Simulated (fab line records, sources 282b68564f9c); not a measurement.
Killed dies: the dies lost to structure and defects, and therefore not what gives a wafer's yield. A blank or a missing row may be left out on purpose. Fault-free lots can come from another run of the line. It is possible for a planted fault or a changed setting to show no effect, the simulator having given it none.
fab line records | flow ritCmos
[record] lots = 6 wafers = 18 lastDay = 7
route steps=202 shown NLDD@110 PLDD@114 SPACER@126 NSD@131 PSD@142 M1@202
lots that met no fault: taken from a fault-free run of the same line
startH: hours from the record's first day to the start of the lot's first wafer shown | waitH: hours elapsed since this lot's preceding step | " the same as in the row above | L1.1+2: one row covering several wafers at once | - value missing, or start not given | * or withheld: withheld | < > ~ a bound
route shown NAME@n: a module of which the file shows steps, and the number in the route of the first | usual: mean and standard deviation over wafers with no fault | same: alike in all rows | chamber/n: place in a boat | sites: per-site readings | _std_site: the values' standard deviation | _edge_site: outer sites' mean less inner sites' | radiusMm: how far each site lies from the wafer's centre | mask NAME#n: copy n | behind: the tool/chamber that last shaped the wafer | hold: reason for holding the lot/hours on hold/outcome of the hold | device: which transistor (n, p or np) failed to switch | end of line: tests of these same wafers at the route's end | a step with no rows: only its recipe | killed: the dies lost at the first sort to structure and to defects; this is not the yield of the wafer | map: shows each die of a wafer: x if killed, . if not, _ if none is there
set.NAME: setting as actually run; set.NAME@STEP: the setting as run at that earlier step | model.NAME: the simulator's own value behind a step, which no gauge read
certain route steps with their lots: each step a table, each wafer a row
services: when a tool's chamber went out of use (startH, in hours from the record's first day, below 0 if earlier), for how many hours, and the reason
[[steps]]
[step RIT_NLDD_HARDBAKE_07]
[recipe] resist = NOVOLAK tempC = 140 timeS = 60
[step RIT_NLDD_IMPLANT_08]
[recipe] species = P energyKev = 20 doseCm2 = 5e+14 tiltDeg = 7
[step RIT_NLDD_STRIP_09]
[recipe] chemistry = O2 timeS = 180 resist = NOVOLAK platenTempC = withheld powerW = 500 pressureMtorr = 4000 o2FlowSccm = 4000
[usual] drypumpMotorCurrentA = 5.74/0.29
// columns lot.wafer tool chamber startH waitH drypumpMotorCurrentA rfHoursCounterH
L495.2 plasmaAsher-03 1 47.89 0.1 5.95 38
L495.5 " 1 " " 5.95 -
L495.6 " 0 " " 5.49 -
L502.1 plasmaAsher-01 1 82.18 0.1 5.28 41
L502.3 " 0 " " 6.13 -
L502.5 " 0 " " 6.14 -
L505.2 plasmaAsher-03 0 99.95 0.1 5.46 43
L505.4 " 1 " " 5.98 -
L505.5 " 1 " " 5.95 -
L508.2 plasmaAsher-03 1 112.86 0.2 5.95 45
L508.4 " 1 " " 5.95 -
L508.5 " 1 " " 5.96 -
L510.3 plasmaAsher-01 1 122.02 0.1 5.31 -
L510.4 " 0 " " 6.14 -
L510.6 " 0 " " 6.15 -
L517.1 plasmaAsher-04 1 157.31 0.1 5.69 5
L517.2 " 0 " " 5.99 5
L517.4 " 0 " " 5.98 -
[step RIT_NLDD_TW_MEAS_10]
[usual] NLDD_TW = 2485/26
// columns lot.wafer tool chamber startH waitH NLDD_TW
L495.2 filmMetro-04 - 48.08 0.1 2479
L495.5 " - " " 2479
L495.6 " - " " 2466
L502.1 filmMetro-04 - 82.36 0.1 2455
L502.3 " - " " 2462
L502.5 " - " " 2462
L505.2 filmMetro-01 - 100.13 0.1 2501
L505.4 " - " " 2522
L505.5 " - " " 2523
L508.2 filmMetro-01 - 113.05 0.1 2507
L508.4 " - " " 2525
L508.5 " - " " 2500
L510.3 filmMetro-01 - 122.16 0.1 2520
L510.4 " - " " 2513
L510.6 " - " " 2519
L517.1 filmMetro-04 - 157.48 0.1 2455
L517.2 " - " " 2447
L517.4 " - " " 2457
[step RIT_PLDD_HMDS_00]
[recipe] primeTimeS = 60 primeTempC = 140
[step RIT_PLDD_COAT_01]
[recipe] resist = NOVOLAK spinRpm = 3250 resistThkNm = 1000
[step RIT_PLDD_SOFTBAKE_02]
[recipe] resist = NOVOLAK tempC = 90 timeS = 60
[step RIT_PLDD_EXPOSE_03]
[recipe] maskId = M8 na = 0.57 targetCdNm = 40900 doseMj = 250
[step RIT_PLDD_PEB_04]
[recipe] resist = NOVOLAK tempC = withheld timeS = withheld
[step RIT_PLDD_DEVELOP_05]
[recipe] resist = NOVOLAK developTimeS = 50 devTempC = 23
[step RIT_PLDD_OVL_MEAS_06]
[usual] PLDD_OVL = -0.3/1.4
// columns lot.wafer tool chamber startH waitH PLDD_OVL[nm]
L495.2 overlay-01 - 49.11 - 1.4
L495.5 " - " " 2.5
L495.6 " - " " 1.3
L502.1 overlay-01 - 83.27 - 1.8
L502.3 " - " " 1.6
L502.5 " - " " 2.3
L505.2 overlay-01 - 101.15 - 0.4
L505.4 " - " " -0.7
L505.5 " - " " 0.2
L508.2 overlay-02 - 113.95 - 0.4
L508.4 " - " " -0.1
L508.5 " - " " 0.5
L510.3 overlay-01 - 123.06 - -0.5
L510.4 " - " " -0.1
L510.6 " - " " -0.1
L517.1 overlay-01 - 158.52 - 0.7
L517.2 " - " " 0.2
L517.4 " - " " -0.4
[step RIT_PLDD_HARDBAKE_07]
[recipe] resist = NOVOLAK tempC = 140 timeS = 60
[step RIT_PLDD_IMPLANT_08]
[recipe] species = BF2 energyKev = 20 doseCm2 = 9e+14 tiltDeg = 7
[usual] doseIonsCm2 = 9e+14/9.3e+11 endStationPressureTorr = 7.3e-06/3.6e-07 faradayCurrentUA = 2827/52
// columns lot.wafer tool chamber startH waitH doseIonsCm2 endStationPressureTorr faradayCurrentUA
L495.2 implanter-02 0 49.31 0.1 8.994e+14 7.1e-06 2824
L495.5 " 0 " " 9.004e+14 7.1e-06 2908
L495.6 " 0 " " 8.988e+14 6.9e-06 2801
L502.1 implanter-04 0 83.45 0.1 8.995e+14 7.5e-06 2844
L502.3 " 0 " " 8.986e+14 6.7e-06 2790
L502.5 " 0 " " 8.999e+14 7.8e-06 2786
L505.2 implanter-02 0 101.36 0.1 1.796e+14 5.3e-06 583
L505.4 " 0 " " 1.795e+14 5.5e-06 577
L505.5 " 0 " " 1.809e+14 5.7e-06 561
L508.2 implanter-02 0 114.16 0.1 1.788e+14 5.6e-06 589
L508.4 " 0 " " 1.785e+14 5.1e-06 559
L508.5 " 0 " " 1.779e+14 5.3e-06 555
L510.3 implanter-04 0 123.28 0.1 9.009e+14 7.3e-06 2838
L510.4 " 0 " " 9.021e+14 6.7e-06 2952
L510.6 " 0 " " 9.02e+14 7.1e-06 2821
L517.1 implanter-04 0 158.71 0.1 8.999e+14 7.3e-06 2848
L517.2 " 0 " " 8.991e+14 7.3e-06 2718
L517.4 " 0 " " 8.995e+14 6.6e-06 2900
[step RIT_PLDD_STRIP_09]
[recipe] chemistry = O2 timeS = 180 resist = NOVOLAK platenTempC = withheld powerW = 500 pressureMtorr = 4000 o2FlowSccm = 4000
[usual] drypumpMotorCurrentA = 5.7/0.32
// columns lot.wafer tool chamber startH waitH drypumpMotorCurrentA rfHoursCounterH
L495.2 plasmaAsher-04 0 49.44 0.1 6.0 44
L495.5 " 1 " " 5.7 -
L495.6 " 0 " " 6.0 -
L502.1 plasmaAsher-01 0 83.60 0.1 6.1 41
L502.3 " 0 " " 6.1 -
L502.5 " 0 " " 6.1 -
L505.2 plasmaAsher-02 0 101.48 0.1 5.3 33
L505.4 " 0 " " 5.3 -
L505.5 " 0 " " 5.3 -
L508.2 plasmaAsher-02 0 114.28 0.1 5.3 34
L508.4 " 1 " " 5.9 -
L508.5 " 1 " " 5.9 -
L510.3 plasmaAsher-01 1 123.44 0.1 5.3 -
L510.4 " 0 " " 6.1 -
L510.6 " 0 " " 6.1 -
L517.1 plasmaAsher-02 0 158.86 0.1 5.3 40
L517.2 " 1 " " 5.9 40
L517.4 " 1 " " 5.9 -
[step RIT_PLDD_TW_MEAS_10]
[usual] PLDD_TW = 2336/23
// columns lot.wafer tool chamber startH waitH hold PLDD_TW
L495.2 filmMetro-04 - 49.62 0.1 - 2322
L495.5 " - " " - 2339
L495.6 " - " " - 2335
L502.1 filmMetro-01 - 83.78 0.1 - 2362
L502.3 " - " " - 2368
L502.5 " - " " - 2349
L505.2 filmMetro-04 - 101.67 0.1 awaitDispo/0.2h/release 1470
L505.4 " - " " awaitDispo/0.2h/release 1464
L505.5 " - " " awaitDispo/0.2h/release 1459
L505.2 filmMetro-04 - 101.90 0.2 - 1463
L505.4 " - " " - 1465
L505.5 " - " " - 1462
L508.2 filmMetro-01 - 114.47 0.1 awaitDispo/0.2h/release 1499
L508.4 " - " " awaitDispo/0.2h/release 1500
L508.5 " - " " awaitDispo/0.2h/release 1500
L508.2 filmMetro-01 - 114.70 0.2 - 1515
L508.4 " - " " - 1499
L508.5 " - " " - 1496
L510.3 filmMetro-04 - 123.58 0.1 - 2319
L510.4 " - " " - 2326
L510.6 " - " " - 2331
L517.1 filmMetro-01 - 159.03 0.1 - 2378
L517.2 " - " " - 2371
L517.4 " - " " - 2372
[step RIT_SPACER_CLEAN_01]
[recipe] chemistry = dHF dilution = 50:1 timeS = 30
[step RIT_SPACER_CLEAN_02]
[recipe] chemistry = SC2 mix = 3:3:50 timeS = 600 tempC = 75 dry = n2Spin
[step RIT_SPACER_CVD_03]
[recipe] material = Si3N4 targetThkNm = 250 tempC = 810 precursor = SiH2Cl2/NH3 timeS = 3300 pressureMtorr = 300 sih2cl2FlowSccm = 60 nh3FlowSccm = 150
[step RIT_SPACER_THK_MEAS_04]
[recipe] reads = Si3N4_of_SPACER_CVD_03
[usual] SPACER_NITRIDE_THK = 250.8/2.2
// columns lot.wafer tool chamber startH waitH SPACER_NITRIDE_THK[nm]
L495.2 filmMetro-03 - 51.98 0.0 248.7
L495.5 " - " " 248.8
L495.6 " - " " 247.6
L502.1 filmMetro-02 - 87.11 0.0 252.8
L502.3 " - " " 250.6
L502.5 " - " " 252.7
L505.2 filmMetro-02 - 105.93 0.0 251.6
L505.4 " - " " 255.6
L505.5 " - " " 253.7
L508.2 filmMetro-04 - 123.90 0.0 246.7
L508.4 " - " " 246.2
L508.5 " - " " 246.7
L510.3 filmMetro-04 - 125.94 0.0 251.7
L510.4 " - " " 251.6
L510.6 " - " " 252.6
L517.1 filmMetro-02 - 161.39 0.0 252.9
L517.2 " - " " 254.5
L517.4 " - " " 252.5
[step RIT_SPACER_ETCHBACK_05]
[recipe] targetDepthA = 2500 SF6_flow_sccm = 30 CHF3_flow_sccm = 30 target = Si3N4 chemistry = SF6/CHF3 pressureMtorr = 40 rfW = 250 timeS = 240 stopOn = SiO2
[usual] drypumpMotorCurrentA = 5.6/0.55 oesProductAu = 0.845/0.011 throttleValvePct = 10.28/0.1
// columns lot.wafer tool chamber startH waitH drypumpMotorCurrentA oesProductAu rfHoursCounterH throttleValvePct
L495.2 rieDiel-02 1 52.03 0.0 4.8 0.855 87 10.15
L495.5 " 0 " " 6.1 0.829 - 10.25
L495.6 " 3 " " 5.1 0.842 - 10.38
L502.1 rieDiel-01 2 87.17 0.1 5.3 0.854 80 10.25
L502.3 " 0 " " 5.3 0.847 132 10.13
L502.5 " 0 " " 5.3 0.853 - 10.10
L505.2 rieDiel-02 3 105.98 0.0 5.0 0.853 7 10.36
L505.4 " 2 " " 5.5 0.844 112 10.43
L505.5 " 0 " " 6.1 0.845 - 10.25
L508.2 rieDiel-04 3 123.95 0.0 5.9 0.838 44 10.26
L508.4 " 1 " " 6.5 0.820 67 10.36
L508.5 " 3 " " 5.9 0.839 - 10.26
L510.3 rieDiel-02 1 125.98 0.0 4.8 0.865 88 10.15
L510.4 " 3 " " 5.0 0.850 7 10.37
L510.6 " 3 " " 5.1 0.855 - 10.36
L517.1 rieDiel-04 3 161.45 0.1 5.9 0.856 45 10.28
L517.2 " 0 " " 5.1 0.852 127 10.30
L517.4 " 1 " " 6.5 0.858 68 10.35
[step RIT_NSD_HMDS_00]
[recipe] primeTimeS = 60 primeTempC = 140
[step RIT_NSD_COAT_01]
[recipe] resist = NOVOLAK spinRpm = 3250 resistThkNm = 1000
[step RIT_NSD_SOFTBAKE_02]
[recipe] resist = NOVOLAK tempC = 90 timeS = 60
[step RIT_NSD_EXPOSE_03]
[recipe] maskId = M9 na = 0.57 targetCdNm = 40700 doseMj = 250
[step RIT_NSD_PEB_04]
[recipe] resist = NOVOLAK tempC = withheld timeS = withheld
[step RIT_NSD_DEVELOP_05]
[recipe] resist = NOVOLAK developTimeS = 50 devTempC = 23
[step RIT_NSD_OVL_MEAS_06]
[usual] NSD_OVL = -0.3/1.2
// columns lot.wafer tool chamber startH waitH NSD_OVL[nm]
L495.2 overlay-01 - 53.16 - -1.2
L495.5 " - " " 0.8
L495.6 " - " " -0.1
L502.1 overlay-01 - 88.30 - 0.2
L502.3 " - " " -0.3
L502.5 " - " " 1.4
L505.2 overlay-01 - 107.17 - -0.2
L505.4 " - " " -0.2
L505.5 " - " " 0.9
L508.2 overlay-01 - 125.08 - 0.7
L508.4 " - " " -1.1
L508.5 " - " " -0.4
L510.3 overlay-01 - 127.11 - -2.2
L510.4 " - " " -1.7
L510.6 " - " " -1.2
L517.1 overlay-02 - 162.45 - -0.6
L517.2 " - " " -0.4
L517.4 " - " " 0.4
[step RIT_NSD_HARDBAKE_07]
[recipe] resist = NOVOLAK tempC = 140 timeS = 60
[step RIT_NSD_IMPLANT_08]
[recipe] species = P energyKev = 25 doseCm2 = 1e+15 tiltDeg = 7
[step RIT_NSD_STRIP_09]
[recipe] chemistry = O2 timeS = 180 resist = NOVOLAK platenTempC = withheld powerW = 500 pressureMtorr = 4000 o2FlowSccm = 4000
[usual] drypumpMotorCurrentA = 5.6/0.32
// columns lot.wafer tool chamber startH waitH drypumpMotorCurrentA rfHoursCounterH
L495.2 plasmaAsher-03 0 53.49 0.1 5.5 38
L495.5 " 0 " " 5.5 -
L495.6 " 1 " " 5.9 -
L502.1 plasmaAsher-02 0 88.63 0.1 5.3 31
L502.3 " 1 " " 5.9 -
L502.5 " 0 " " 5.3 -
L505.2 plasmaAsher-01 0 107.85 0.1 6.1 43
L505.4 " 1 " " 5.3 -
L505.5 " 1 " " 5.3 -
L508.2 plasmaAsher-03 0 125.41 0.1 5.5 46
L508.4 " 1 " " 5.9 -
L508.5 " 1 " " 5.9 -
L510.3 plasmaAsher-02 0 127.50 0.1 5.3 -
L510.4 " 1 " " 5.9 -
L510.6 " 0 " " 5.3 -
L517.1 plasmaAsher-02 1 162.79 0.1 5.9 40
L517.2 " 0 " " 5.3 40
L517.4 " 1 " " 5.9 -
[step RIT_NSD_TW_MEAS_10]
[usual] NSD_TW = 3128/29
// columns lot.wafer tool chamber startH waitH NSD_TW
L495.2 filmMetro-03 - 53.68 0.1 3097
L495.5 " - " " 3095
L495.6 " - " " 3094
L502.1 filmMetro-01 - 88.81 0.1 3149
L502.3 " - " " 3140
L502.5 " - " " 3151
L505.2 filmMetro-01 - 108.10 0.2 3159
L505.4 " - " " 3151
L505.5 " - " " 3126
L508.2 filmMetro-04 - 125.60 0.1 3086
L508.4 " - " " 3099
L508.5 " - " " 3093
L510.3 filmMetro-01 - 127.63 0.1 3171
L510.4 " - " " 3161
L510.6 " - " " 3133
L517.1 filmMetro-01 - 162.96 0.1 3162
L517.2 " - " " 3139
L517.4 " - " " 3164
[step RIT_PSD_HMDS_00]
[recipe] primeTimeS = 60 primeTempC = 140
[step RIT_PSD_COAT_01]
[recipe] resist = NOVOLAK spinRpm = 3250 resistThkNm = 1000
[step RIT_PSD_SOFTBAKE_02]
[recipe] resist = NOVOLAK tempC = 90 timeS = 60
[step RIT_PSD_EXPOSE_03]
[recipe] maskId = M10 na = 0.57 targetCdNm = 40900 doseMj = 250
[step RIT_PSD_PEB_04]
[recipe] resist = NOVOLAK tempC = withheld timeS = withheld
[step RIT_PSD_DEVELOP_05]
[recipe] resist = NOVOLAK developTimeS = 50 devTempC = 23
[step RIT_PSD_OVL_MEAS_06]
[usual] PSD_OVL = 0.6/1.7
// columns lot.wafer tool chamber startH waitH PSD_OVL[nm]
L495.2 overlay-01 - 54.59 - 2.8
L495.5 " - " " 3.7
L495.6 " - " " 3.8
L502.1 overlay-01 - 89.72 - 1.2
L502.3 " - " " 0.9
L502.5 " - " " 1.7
L505.2 overlay-02 - 109.27 - -1.6
L505.4 " - " " -0.6
L505.5 " - " " -0.4
L508.2 overlay-01 - 126.73 - -0.1
L508.4 " - " " -1.3
L508.5 " - " " -0.2
L510.3 overlay-01 - 128.66 - 1.1
L510.4 " - " " 1.3
L510.6 " - " " 0.0
L517.1 overlay-02 - 164.00 - 1.3
L517.2 " - " " 0.4
L517.4 " - " " -0.9
[step RIT_PSD_HARDBAKE_07]
[recipe] resist = NOVOLAK tempC = 140 timeS = 60
[step RIT_PSD_IMPLANT_08]
[recipe] species = BF2 energyKev = 27 doseCm2 = 5e+15 tiltDeg = 7
[step RIT_PSD_STRIP_09]
[recipe] chemistry = O2 timeS = 180 resist = NOVOLAK platenTempC = withheld powerW = 500 pressureMtorr = 4000 o2FlowSccm = 4000
[usual] drypumpMotorCurrentA = 5.69/0.27
// columns lot.wafer tool chamber startH waitH drypumpMotorCurrentA rfHoursCounterH
L495.2 plasmaAsher-03 1 54.92 0.1 5.95 39
L495.5 " 0 " " 5.41 -
L495.6 " 1 " " 5.95 -
L502.1 plasmaAsher-02 1 90.06 0.1 5.90 31
L502.3 " 1 " " 5.91 -
L502.5 " 1 " " 5.92 -
L505.2 plasmaAsher-04 1 115.90 6.3 5.66 50
L505.4 " 0 " " 5.97 -
L505.5 " 1 " " 5.64 -
L508.2 plasmaAsher-03 1 127.46 0.4 5.96 46
L508.4 " 0 " " 5.40 -
L508.5 " 0 " " 5.43 -
L510.3 plasmaAsher-02 1 129.04 0.1 5.90 -
L510.4 " 0 " " 5.29 -
L510.6 " 0 " " 5.28 -
L517.1 plasmaAsher-02 1 164.33 0.1 5.90 40
L517.2 " 0 " " 5.27 40
L517.4 " 1 " " 5.90 -
[step RIT_SDANNEAL_RS_MEAS_06]
[recipe] thkMeasGauge = four-point-probe
[usual] PLDD_RS = 178.6/0.38
// columns lot.wafer tool chamber startH waitH hold PLDD_RS[ohm/sq]
L495.2 filmMetro-04 - 55.84 0.1 - 179.2
L495.5 " - " " - 179.0
L495.6 " - " " - 178.9
L502.1 filmMetro-04 - 91.13 0.1 - 178.4
L502.3 " - " " - 178.7
L502.5 " - " " - 179.1
L505.2 filmMetro-04 - 116.84 0.1 awaitDispo/0.2h/release 600.8
L505.4 " - " " awaitDispo/0.2h/release 608.8
L505.5 " - " " awaitDispo/0.2h/release 602.4
L505.2 filmMetro-04 - 117.13 0.3 - 601.5
L505.4 " - " " - 609.8
L505.5 " - " " - 602.4
L508.2 filmMetro-04 - 128.61 0.1 awaitDispo/0.2h/release 583.8
L508.4 " - " " awaitDispo/0.2h/release 592.9
L508.5 " - " " awaitDispo/0.2h/release 596.8
L508.2 filmMetro-04 - 128.90 0.3 - 582.1
L508.4 " - " " - 593.5
L508.5 " - " " - 595.0
L510.3 filmMetro-04 - 129.92 0.1 - 178.9
L510.4 " - " " - 178.8
L510.6 " - " " - 178.5
L517.1 filmMetro-01 - 165.44 0.1 - 178.7
L517.2 " - " " - 179.5
L517.4 " - " " - 178.8
[step RIT_M1_PROBE_99]
[usual] defectLimitedYield = 97.3/1.3 killedAtContacts = 0.1/0.25 killedAtFrontEnd = 7/3.3 killedDies = 7/3.3 killedOpen = 3.6/2 killedShort = 3.6/2.1 sort_bin_3_pad_short = 0.1/0.25 sort_bin_5_function = 1.6/0.91 sort_bin_6_memory = 1.0/0.65 sortNPass = 257/3.3 sortYieldPct = 97.3/1.3
[same] grossDies = 264 killed_at_M0_to_M3 = 0 killed_at_M4_up = 0 killedAtBackSide = 0 killedAtOther = 0
// columns lot.wafer tool chamber startH waitH defectLimitedYield[%] killedAtContacts killedAtFrontEnd killedDies killedOpen killedShort sort_bin_3_pad_short[%] sort_bin_5_function[%] sort_bin_6_memory[%] sortNPass sortYieldPct[%]
L502.1 prober-01 - 98.73 0.1 96.6 0 9 9 8 1 0 2.7 0.8 255 96.6
L502.3 prober-01 - 98.83 0.2 98.1 0 5 5 3 2 0.4 0.8 0.8 259 98.1
L502.5 prober-01 - 98.93 0.2 97.3 1 6 7 4 3 0.4 1.5 0.8 257 97.3
L510.3 prober-01 - 137.41 0.2 94.7 0 14 14 2 12 0.8 2.7 1.9 250 94.7
L510.4 prober-01 - 137.46 0.2 98.9 0 3 3 1 2 0 0.4 0.8 261 98.9
L510.6 prober-01 - 137.56 0.2 97.7 0 6 6 4 2 0 1.1 1.1 258 97.7
// killed by level:class
L502.1 REOX:geometricParticle:open=4 GATE:geometricParticle:open=3 FOX1:geometricParticle:open=1 GATE:geometricParticle:short=1
L502.3 GATE:geometricParticle:short=2 FOX2:geometricParticle:open=1 GATE:geometricParticle:open=1 REOX:geometricParticle:open=1
L502.5 GATE:geometricParticle:open=4 GATE:geometricParticle:short=2 CONTACT:geometricParticle:short=1
L510.3 SILICIDE:geometricParticle:short=7 GATE:geometricParticle:short=4 REOX:geometricParticle:open=2 SPACER:geometricParticle:short=1
L510.4 SILICIDE:geometricParticle:short=2 SILICIDE:geometricParticle:open=1
L510.6 GATE:geometricParticle:open=2 FOX1:geometricParticle:short=1 SPACER:geometricParticle:open=1 SPACER:geometricParticle:short=1 SILICIDE:geometricParticle:open=1
[[services]]
// columns tool chamber startH hours kind
rieDiel-02 1 34.50 4.5 repair
implanter-04 - 55.40 3.4 repair
implanter-02 - 89.50 4.2 repair
implanter-02 - 95.65 1.6 repair
rieDiel-01 1 98.07 - clean
rieDiel-01 1 98.07 - consumableReplace:esc
rieDiel-01 1 98.07 27.3 scheduledDown
rieDiel-01 1 98.07 27.3 ventCycle
implanter-02 - 104.03 2.6 repair
plasmaAsher-01 - 111.34 10.6 repair
plasmaAsher-04 0 117.75 - clean
plasmaAsher-04 1 117.75 - clean
plasmaAsher-01 - 123.88 14.6 pm
implanter-04 - 125.25 3.1 repair
implanter-02 - 143.31 2.5 repair
implanter-02 - 156.85 1.2 pm
[[key]]
[firstSign] step = RIT_PLDD_IMPLANT_08 reading = doseIonsCm2 direction = down sigmas = 99+ usual = 9e+14 struck = 1.792e+14
[effect] step = RIT_PLDD_IMPLANT_08 reading = faradayCurrentUA direction = down sigmas = 44 usual = 2827 struck = 571
[effect] step = RIT_PLDD_TW_MEAS_10 reading = visit direction = added
[effect] step = RIT_PLDD_TW_MEAS_10 reading = PLDD_TW direction = down sigmas = 37 usual = 2336 struck = 1482
[effect] step = RIT_SDANNEAL_RS_MEAS_06 reading = PLDD_RS direction = up sigmas = 99+ usual = 178.6 struck = 597.6
metAt RIT_PLDD_IMPLANT_08
struckWafers L505.2,L505.4,L505.5,L508.2,L508.4,L508.5
scrappedBehind RIT_SDANNEAL_RS_MEAS_06 L505.2,L505.4,L505.5,L508.2,L508.4,L508.5
onsetBetween 49.31 101.36
[fault] kind = processParameterDrift tool = implanter-02 chamber = - onsetH = 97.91 steps = RIT_PLDD_IMPLANT_08 channel = doseCm2 offset = -7.2e+14 shape = step endH = 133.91 actsIn = theseRecipesOnly stated = 9e+14
